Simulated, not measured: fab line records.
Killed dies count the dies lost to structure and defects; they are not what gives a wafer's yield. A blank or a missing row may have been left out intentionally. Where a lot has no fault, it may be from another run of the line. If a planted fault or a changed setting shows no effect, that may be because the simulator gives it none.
fab line records | flow rit-cmos
record lots=7 wafers=21 last-day=7
route steps=202 shown SDANNEAL@153 PSD@157 NSD@158 PLDD@159 NLDD@160 SILICIDE@161 M1@202
lots that met no fault: from a run of the same line without faults
start-h: start of the lot's first displayed wafer, in hours after the record's first day | wait-h: how many hours have passed since the lot's step before this one | " unchanged from the row above | L1.1+2: several wafers, shown together as one row | - no value, or no start given | * or withheld: withheld | < > ~ a bound
route shown NAME@n: a module of which the file shows steps, and the number in the route of the first | usual: the fault-free wafers' mean and standard deviation | same: alike in all rows | chamber/n: place in a boat | sites: each site's reading | _std_site: standard deviation across them | _edge_site: the outer-site mean with the inner-site mean subtracted | radius-mm: for every site, how far away it sits from the centre of the wafer | mask NAME#n: copy n | behind: the last tool/chamber to shape the wafer | hold: what put the lot on hold/how long, in hours/how the hold closed | device: names the non-switching transistor (n, p or np) | end of line: tests of these same wafers at the route's end | a step given without rows: its recipe and nothing more | killed: dies that structure and defects cost at the first sort, which is not the same as the wafer's yield | map: per-die view of a wafer (x killed, . not killed, _ where there is no die)
set.NAME: setting as actually run; set.NAME@STEP: the setting as run at that earlier step | model.NAME: the simulator's own value behind a step, which no gauge read
lots at some steps of the route; a table a step, a row a wafer
services: when a tool's chamber went out of use (start-h, in hours from the record's first day, below 0 if earlier), for how many hours, and the reason
## steps
# step RIT_SDANNEAL_CLEAN_00
# recipe chemistry=SC1 mix=3:3:50 time-s=600 temp-c=75
# step RIT_SDANNEAL_CLEAN_01
# recipe chemistry=dHF dilution=50:1 time-s=30
# step RIT_SDANNEAL_CLEAN_02
# recipe chemistry=SC2 mix=3:3:50 time-s=600 temp-c=75 dry=n2-spin
# step RIT_SDANNEAL_RTA_03
# recipe temp-c=1050 time-s=5 idle-temp-c=600 ramp-up-c-per-s=342 ramp-down-c-per-s=171 cool-to-c=600 ambient=N2
# usual wafer_temp_C_max=1053.4/1.1
# columns lot.wafer tool chamber start-h wait-h wafer_temp_C_max
L395.2 rtp-anneal-02 0 52.35 0.0 1054.2
L395.3 " 0 " " 1053.1
L395.6 " 0 " " 1052.8
L396.1 rtp-anneal-01 0 60.59 0.0 1052.8
L396.3 " 0 " " 1052.8
L396.5 " 0 " " 1055.3
L402.1 rtp-anneal-01 0 90.39 0.0 1054.5
L402.3 " 0 " " 1056.0
L402.5 " 0 " " 1053.0
L410.2 rtp-anneal-01 0 130.05 0.0 1053.8
L410.3 " 0 " " 1052.9
L410.4 " 0 " " 1052.9
L411.3 rtp-anneal-02 0 131.97 0.0 1052.0
L411.5 " 0 " " 1052.1
L411.6 " 0 " " 1052.7
L416.2 rtp-anneal-01 0 159.55 0.0 1056.6
L416.5 " 0 " " 1052.0
L416.6 " 0 " " 1055.0
L417.3 rtp-anneal-02 0 164.06 0.0 1052.9
L417.5 " 0 " " 1052.2
L417.6 " 0 " " 1051.7
# step RIT_SDANNEAL_RS_MEAS_04
# recipe thk-meas-gauge=four-point-probe
# usual PSD_RS=115.6/0.31
# columns lot.wafer tool chamber start-h wait-h PSD_RS[ohm/sq]
L395.2 film-metro-04 - 52.42 0.1 115.8
L395.3 " - " " 115.4
L395.6 " - " " 115.8
L396.1 film-metro-04 - 60.65 0.0 115.1
L396.3 " - " " 115.6
L396.5 " - " " 114.9
L402.1 film-metro-02 - 90.45 0.0 115.0
L402.3 " - " " 115.3
L402.5 " - " " 115.2
L410.2 film-metro-02 - 130.12 0.1 115.5
L410.3 " - " " 115.6
L410.4 " - " " 115.9
L411.3 film-metro-03 - 132.05 0.1 116.0
L411.5 " - " " 115.9
L411.6 " - " " 115.8
L416.2 film-metro-04 - 159.62 0.1 115.5
L416.5 " - " " 115.6
L416.6 " - " " 115.4
L417.3 film-metro-02 - 164.14 0.1 115.9
L417.5 " - " " 115.5
L417.6 " - " " 115.4
# step RIT_SDANNEAL_RS_MEAS_05
# recipe thk-meas-gauge=four-point-probe
# usual NSD_RS=84.51/0.28
# columns lot.wafer tool chamber start-h wait-h NSD_RS[ohm/sq]
L395.2 film-metro-04 - 52.54 0.1 84.58
L395.3 " - " " 84.78
L395.6 " - " " 84.58
L396.1 film-metro-04 - 60.77 0.1 84.31
L396.3 " - " " 84.68
L396.5 " - " " 84.63
L402.1 film-metro-02 - 90.57 0.1 84.79
L402.3 " - " " 84.56
L402.5 " - " " 84.65
L410.2 film-metro-02 - 130.24 0.1 84.55
L410.3 " - " " 84.40
L410.4 " - " " 84.50
L411.3 film-metro-03 - 132.17 0.1 84.82
L411.5 " - " " 84.72
L411.6 " - " " 84.70
L416.2 film-metro-04 - 159.74 0.1 84.86
L416.5 " - " " 85.12
L416.6 " - " " 85.01
L417.3 film-metro-02 - 164.26 0.1 84.54
L417.5 " - " " 84.05
L417.6 " - " " 84.32
# step RIT_SDANNEAL_RS_MEAS_06
# recipe thk-meas-gauge=four-point-probe
# usual PLDD_RS=178.4/0.47
# columns lot.wafer tool chamber start-h wait-h PLDD_RS[ohm/sq]
L395.2 film-metro-04 - 52.66 0.1 177.9
L395.3 " - " " 178.0
L395.6 " - " " 178.0
L396.1 film-metro-04 - 60.89 0.1 177.9
L396.3 " - " " 178.3
L396.5 " - " " 178.0
L402.1 film-metro-02 - 90.69 0.1 177.8
L402.3 " - " " 178.0
L402.5 " - " " 178.1
L410.2 film-metro-02 - 130.36 0.1 178.0
L410.3 " - " " 178.3
L410.4 " - " " 178.1
L411.3 film-metro-03 - 132.29 0.1 179.6
L411.5 " - " " 179.2
L411.6 " - " " 179.1
L416.2 film-metro-04 - 159.86 0.1 179.1
L416.5 " - " " 178.7
L416.6 " - " " 178.3
L417.3 film-metro-02 - 164.38 0.1 178.8
L417.5 " - " " 178.6
L417.6 " - " " 178.9
# step RIT_SDANNEAL_RS_MEAS_07
# recipe thk-meas-gauge=four-point-probe
# usual NLDD_RS=151.5/0.54
# columns lot.wafer tool chamber start-h wait-h NLDD_RS[ohm/sq]
L395.2 film-metro-04 - 52.78 0.1 151.1
L395.3 " - " " 151.1
L395.6 " - " " 151.0
L396.1 film-metro-04 - 61.01 0.1 151.7
L396.3 " - " " 152.0
L396.5 " - " " 151.9
L402.1 film-metro-02 - 90.81 0.1 151.3
L402.3 " - " " 150.8
L402.5 " - " " 151.3
L410.2 film-metro-02 - 130.48 0.1 151.0
L410.3 " - " " 150.6
L410.4 " - " " 151.3
L411.3 film-metro-03 - 132.41 0.1 151.2
L411.5 " - " " 151.8
L411.6 " - " " 151.2
L416.2 film-metro-04 - 159.98 0.1 151.2
L416.5 " - " " 151.2
L416.6 " - " " 151.5
L417.3 film-metro-02 - 164.50 0.1 152.3
L417.5 " - " " 151.9
L417.6 " - " " 151.6
# step RIT_SILICIDE_WET_ETCH_00
# recipe chemistry=BOE target=SiO2 target-depth-nm=14 time-s=15 dry=n2-spin dilution=10:1 temp-c=21.5
# step RIT_SILICIDE_SPUTTER_01
# recipe material=Ti target-thk-nm=30 power-w=337.6 chamber-pressure-pa=0.667 gas=Ar time-s=240 substrate-temp-c=25
# usual cathode-dc-power-W=337.61/0.067 throttle-valve-pct=29.9/1.2
# columns lot.wafer tool chamber start-h wait-h cathode-dc-power-W throttle-valve-pct
L395.2 pvd-sputter-03 - 52.89 0.0 337.60 29.6
L395.3 " - " " 337.65 29.6
L395.6 " - " " 337.56 29.3
L396.1 pvd-sputter-04 - 61.14 0.0 337.70 28.0
L396.3 " - " " 337.69 30.3
L396.5 " - " " 337.66 31.8
L402.1 pvd-sputter-04 - 90.94 0.0 337.63 30.4
L402.3 " - " " 337.63 31.6
L402.5 " - " " 337.67 30.5
L410.2 pvd-sputter-03 - 130.59 0.0 337.60 29.4
L410.3 " - " " 337.47 29.3
L410.4 " - " " 337.67 29.8
L411.3 pvd-sputter-04 - 132.50 0.0 337.57 30.3
L411.5 " - " " 337.56 30.5
L411.6 " - " " 337.58 32.9
L416.2 pvd-sputter-03 - 160.10 0.0 337.55 29.2
L416.5 " - " " 337.62 29.9
L416.6 " - " " 337.66 29.2
L417.3 pvd-sputter-02 - 164.59 0.0 337.66 28.2
L417.5 " - " " 337.69 28.3
L417.6 " - " " 337.57 30.9
# step RIT_SILICIDE_RS_MEAS_02
# recipe thk-meas-gauge=four-point-probe reads=Ti_of_SILICIDE_SPUTTER_01
# usual SILICIDE_TI_RS=49.7/0.57
# columns lot.wafer tool chamber start-h wait-h SILICIDE_TI_RS[ohm/sq]
L395.2 film-metro-01 - 53.06 0.1 49.7
L395.3 " - " " 49.3
L395.6 " - " " 49.5
L396.1 film-metro-02 - 61.29 0.1 48.8
L396.3 " - " " 49.2
L396.5 " - " " 49.7
L402.1 film-metro-01 - 91.09 0.1 49.4
L402.3 " - " " 50.3
L402.5 " - " " 49.5
L410.2 film-metro-01 - 130.76 0.1 49.4
L410.3 " - " " 49.1
L410.4 " - " " 49.6
L411.3 film-metro-01 - 132.69 0.1 49.5
L411.5 " - " " 49.9
L411.6 " - " " 49.6
L416.2 film-metro-04 - 160.27 0.1 48.7
L416.5 " - " " 48.9
L416.6 " - " " 49.5
L417.3 film-metro-01 - 164.78 0.1 49.5
L417.5 " - " " 49.2
L417.6 " - " " 49.5
# step RIT_SILICIDE_THK_MEAS_03
# recipe thk-meas-gauge=xrf reads=Ti_of_SILICIDE_SPUTTER_01
# usual SILICIDE_TI_THK=28.8/0.31
# columns lot.wafer tool chamber start-h wait-h SILICIDE_TI_THK[nm]
L395.2 film-metro-01 - 53.17 0.1 28.8
L395.3 " - " " 28.8
L395.6 " - " " 28.8
L396.1 film-metro-02 - 61.41 0.1 29.0
L396.3 " - " " 28.9
L396.5 " - " " 28.6
L402.1 film-metro-01 - 91.21 0.1 28.9
L402.3 " - " " 28.8
L402.5 " - " " 28.9
L410.2 film-metro-01 - 130.87 0.1 29.0
L410.3 " - " " 29.2
L410.4 " - " " 29.0
L411.3 film-metro-01 - 132.79 0.1 29.0
L411.5 " - " " 28.9
L411.6 " - " " 28.9
L416.2 film-metro-04 - 160.38 0.1 29.2
L416.5 " - " " 29.0
L416.6 " - " " 28.6
L417.3 film-metro-01 - 164.88 0.1 29.1
L417.5 " - " " 29.3
L417.6 " - " " 29.0
# step RIT_SILICIDE_RTA_04
# recipe temp-c=650 time-s=10 idle-temp-c=25 ramp-up-s=5 ramp-down-s=5 cool-to-c=25 ambient=N2
# usual wafer_temp_C_max=652.8/0.66
# columns lot.wafer tool chamber start-h wait-h wafer_temp_C_max
L395.2 rtp-anneal-01 0 53.23 0.1 652.9
L395.3 " 0 " " 652.0
L395.6 " 0 " " 652.3
L395.2 rtp-anneal-01 0 53.46 0.2 652.1
L395.3 " 0 " " 652.3
L395.6 " 0 " " 652.8
L396.1 rtp-anneal-02 0 61.47 0.1 652.2
L396.3 " 0 " " 652.5
L396.5 " 0 " " 653.0
L396.1 rtp-anneal-02 0 61.70 0.2 652.4
L396.3 " 0 " " 652.6
L396.5 " 0 " " 653.1
L402.1 rtp-anneal-02 0 91.27 0.1 652.5
L402.3 " 0 " " 653.3
L402.5 " 0 " " 653.1
L402.1 rtp-anneal-02 0 91.51 0.2 653.5
L402.3 " 0 " " 653.7
L402.5 " 0 " " 652.8
L410.2 rtp-anneal-02 0 130.93 0.1 652.4
L410.3 " 0 " " 652.6
L410.4 " 0 " " 652.5
L411.3 rtp-anneal-01 0 132.85 0.1 652.9
L411.5 " 0 " " 652.9
L411.6 " 0 " " 652.9
L416.2 rtp-anneal-02 0 160.44 0.1 653.6
L416.5 " 0 " " 652.8
L416.6 " 0 " " 653.5
L417.3 rtp-anneal-01 0 164.94 0.1 653.2
L417.5 " 0 " " 652.7
L417.6 " 0 " " 652.9
# step RIT_SILICIDE_WET_ETCH_05
# recipe chemistry=SPM target=Ti temp-c=90 time-s=120 dry=n2-spin
# step RIT_M1_PROBE_99
# usual killed-at-contacts=0.1/0.3 killed-at-front-end=6.7/2.6 killed-dies=6.8/2.6 killed-on-rim=1.9/1.3 killed-open=3.3/1.7 killed-short=3.4/2
# same gross-dies=264 killed_at_M0_to_M3=0 killed_at_M4_up=0 killed-at-back-side=0 killed-at-other=0
# columns lot.wafer tool chamber start-h wait-h killed-at-contacts killed-at-front-end killed-dies killed-on-rim killed-open killed-short
L395.2 prober-01 - 60.00 0.1 1 5 6 3 3 1
L395.3 prober-01 - 60.05 0.2 0 7 7 2 4 3
L395.6 prober-01 - 60.20 0.2 1 5 6 3 2 3
L396.1 prober-02 - 68.41 0.1 0 12 12 3 4 8
L396.3 prober-02 - 68.51 0.2 0 7 7 1 3 4
L396.5 prober-02 - 68.61 0.2 0 8 8 3 5 3
L402.1 prober-02 - 99.22 0.1 0 5 5 2 2 3
L402.3 prober-02 - 99.32 0.2 0 6 6 3 5 1
L402.5 prober-02 - 99.42 0.2 0 5 5 2 4 1
L410.2 prober-01 - 137.52 0.1 0 6 6 1 3 3
L410.3 prober-01 - 137.57 0.2 0 3 3 0 1 1
L410.4 prober-01 - 137.62 0.2 0 13 13 6 7 6
L411.3 prober-01 - 139.73 0.2 0 8 8 6 4 4
L411.5 prober-01 - 139.83 0.2 0 7 7 2 3 4
L411.6 prober-01 - 139.88 0.2 0 4 4 1 2 2
L416.2 prober-02 - 167.08 0.1 0 9 9 1 4 5
L416.5 prober-02 - 167.23 0.2 0 12 12 2 8 4
L416.6 prober-02 - 167.28 0.2 0 9 9 4 6 3
L417.3 prober-01 - 171.90 0.2 0 11 11 2 4 7
L417.5 prober-01 - 172.00 0.2 0 5 5 2 3 2
L417.6 prober-01 - 172.05 0.2 0 3 3 1 1 2
# killed by level:class
L395.2 REOX:geometric-particle:open=2 GATE:geometric-particle:open=1 SPACER:geometric-particle:short=1 NWELL:coat-microbubble-printed=1 CONTACT:coat-microbubble-printed=1
L395.3 FOX1:geometric-particle:open=2 SPACER:geometric-particle:short=2 FOX1:geometric-particle:short=1 SPACER:geometric-particle:open=1 SILICIDE:geometric-particle:open=1
L395.6 FOX1:geometric-particle:open=1 FOX1:geometric-particle:short=1 FOX2:geometric-particle:short=1 REOX:geometric-particle:short=1 REOX:geometric-particle:open=1 CONTACT:coat-microbubble-printed=1
L396.1 GATE:geometric-particle:short=3 SPACER:geometric-particle:short=3 ACTIVE:geometric-particle:open=1 FOX1:geometric-particle:open=1 FOX2:geometric-particle:open=1 FOX2:geometric-particle:short=1 REOX:geometric-particle:short=1 REOX:geometric-particle:open=1
L396.3 GATE:geometric-particle:short=3 FOX2:geometric-particle:open=2 SPACER:geometric-particle:open=1 SILICIDE:geometric-particle:short=1
L396.5 GATE:geometric-particle:short=3 GATE:geometric-particle:open=3 REOX:geometric-particle:open=1 SPACER:geometric-particle:open=1
L402.1 FOX1:geometric-particle:open=1 GATE:geometric-particle:short=1 SPACER:geometric-particle:short=1 SILICIDE:geometric-particle:open=1 SILICIDE:geometric-particle:short=1
L402.3 FOX2:geometric-particle:open=2 GATE:geometric-particle:open=2 GATE:geometric-particle:short=1 SILICIDE:geometric-particle:open=1
L402.5 FOX2:geometric-particle:short=1 FOX2:geometric-particle:open=1 GATE:geometric-particle:open=1 REOX:geometric-particle:open=1 SILICIDE:geometric-particle:open=1
L410.2 GATE:geometric-particle:short=2 FOX1:geometric-particle:open=1 REOX:geometric-particle:open=1 SPACER:geometric-particle:open=1 SILICIDE:geometric-particle:short=1
L410.3 REOX:geometric-particle:open=1 SILICIDE:geometric-particle:short=1 PSD:coat-microbubble-printed=1
L410.4 GATE:geometric-particle:short=3 GATE:geometric-particle:open=3 REOX:geometric-particle:short=2 REOX:geometric-particle:open=2 FOX1:geometric-particle:short=1 FOX1:geometric-particle:open=1 SILICIDE:geometric-particle:open=1
L411.3 GATE:geometric-particle:short=3 REOX:geometric-particle:open=2 FOX2:geometric-particle:short=1 GATE:geometric-particle:open=1 SPACER:geometric-particle:open=1
L411.5 GATE:geometric-particle:short=2 SPACER:geometric-particle:open=2 FOX1:geometric-particle:short=1 GATE:geometric-particle:open=1 REOX:geometric-particle:short=1
L411.6 FOX1:geometric-particle:open=2 FOX2:geometric-particle:short=1 GATE:geometric-particle:short=1
L416.2 FOX1:geometric-particle:short=2 GATE:geometric-particle:open=2 REOX:geometric-particle:short=2 FOX2:geometric-particle:short=1 FOX2:geometric-particle:open=1 SPACER:geometric-particle:open=1
L416.5 GATE:geometric-particle:open=4 GATE:geometric-particle:short=2 REOX:geometric-particle:open=2 FOX2:geometric-particle:open=1 REOX:geometric-particle:short=1 SPACER:geometric-particle:short=1 SILICIDE:geometric-particle:open=1
L416.6 GATE:geometric-particle:open=5 GATE:geometric-particle:short=2 REOX:geometric-particle:open=1 SILICIDE:geometric-particle:short=1
L417.3 GATE:geometric-particle:open=3 FOX1:geometric-particle:short=2 GATE:geometric-particle:short=2 SILICIDE:geometric-particle:short=2 REOX:geometric-particle:open=1 SPACER:geometric-particle:short=1
L417.5 FOX1:geometric-particle:open=1 FOX1:geometric-particle:short=1 GATE:geometric-particle:short=1 SPACER:geometric-particle:open=1 SILICIDE:geometric-particle:open=1
L417.6 GATE:geometric-particle:short=2 REOX:geometric-particle:open=1
## services
# columns tool chamber start-h hours kind
pvd-sputter-04 - 29.49 2.9 repair
pvd-sputter-02 - 63.99 2.9 repair
pvd-sputter-03 - 101.45 16.1 repair
pvd-sputter-03 - 112.44 2.2 repair
pvd-sputter-03 - 122.45 2.5 repair
pvd-sputter-03 - 148.62 1.4 repair
## key
first-sign step=RIT_SILICIDE_RTA_04 reading=visit direction=added
effect none on later readings
met-at RIT_SILICIDE_RTA_04
struck-wafers L395.2,L395.3,L395.6,L396.1,L396.3,L396.5,L402.1,L402.3,L402.5
tester-left-out L395,L396,L402
fault kind=repeated-step-whole tool=rtp-anneal-01,rtp-anneal-02 chamber=- onset-h=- steps=RIT_SILICIDE_RTA_04 times=1 scope=struck-lots-only
# tester-left-out: of these lots the tester's yield and bins aren't shown, on N5 and GAA mostly nor the transistor test; their killed dies are dies lost to structure and defects alone, not to doping, threshold or leakage, so they don't give the yield
